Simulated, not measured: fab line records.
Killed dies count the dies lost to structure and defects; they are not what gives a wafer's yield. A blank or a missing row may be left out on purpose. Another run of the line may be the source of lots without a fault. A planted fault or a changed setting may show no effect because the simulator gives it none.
8D (eight disciplines) problem report, filled in by code ; flow berkeleyCmos170 ; the parts of the form that need people (team, actions taken, sign-off) are left out

== 1. WHAT IS WRONG ==
Mean of heaterPowerTotalW at UCB170_PVT_SOFTBAKE_02: 68.77 W across 6 wafers in 2 lots; on wafers with no fault it is 56.81 W (standard deviation 0.047). So: +99 or more standard deviations from the usual mean.
The step: time 60 s.
Earliest sighting: wafer L858.3 on lithoTrack-01 at day 7 06:57. Wafers with a number at this step in the record: 42, from 14 lots. The rule behind "out" and "out of limits": a value lying over 4 standard deviations away from the usual mean. Any other wafer with a number is counted as sound.

== 2. WHAT IT IS, WHAT IT ISN'T ==
question;is;is not
which readings at this step;heaterPowerTotalW, runLengthS;resistLineTempC
which lots;L858, L862;L853, L855, L857, L859, L868, L869, L870, L872, L873, L874, L875, L876
which wafers of those lots;all that have a number;-
read on which tools;lithoTrack-01;lithoTrack-02, lithoTrack-04
when;from day 7 06:57;"up to then (12 sound wafers); but 24 sound wafers of L868, L869, L870, L872, L873, L874, L875, L876 came after"

== 3. THE SUSPECTS, EACH WITH WHAT RULES IT OUT ==
Counting: a tool stays on the suspect list if, at a process step up to the reading, it processed all lots that are out and no sound lot following the first of them.
- lithoTrack-01 at UCB170_PVT_SOFTBAKE_02 (time 60 s): kept. It ran every lot that is out, first L858 (day 7 06:57), and no sound lot after that; its last sound lot up to then is L859 (day 7 06:28). Out on those wafers are its own readings of heaterPowerTotalW, runLengthS.
The count leaves lithoTrack-01 at UCB170_PVT_SOFTBAKE_02.

== 4. THE CAUSE (what the simulator had put in) ==
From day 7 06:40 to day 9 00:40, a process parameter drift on lithoTrack-01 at UCB170_PVT_SOFTBAKE_02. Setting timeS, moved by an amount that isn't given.
The count eliminated every tool but this one.

== 5. THE CHAIN OF EFFECTS, in route order ==
Each row: a reading whose mean over the struck wafers that have a number lies more than 3 standard deviations from the usual. Only readings whose record carries a usual standard deviation are examined. hours: median over the lots of the time between each lot's start at the first step of this table that gives one and its start at this step. sigmas: the change, counted in usual standard deviations.
hours;step;reading;usual;on struck wafers;change;sigmas
0;UCB170_PVT_SOFTBAKE_02;heaterPowerTotalW;56.81 W;68.77;+11.96;+99 or more
0;UCB170_PVT_SOFTBAKE_02;runLengthS;89.15 s;59.37;-29.78;-99 or more
Process steps it contains:
- UCB170_PVT_SOFTBAKE_02: time 60 s.

== 6. HOW IT WOULD HAVE BEEN CAUGHT EARLIER ==
First out-of-limits reading in this record: day 7 06:57, which is 0 hours after fault onset at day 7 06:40.
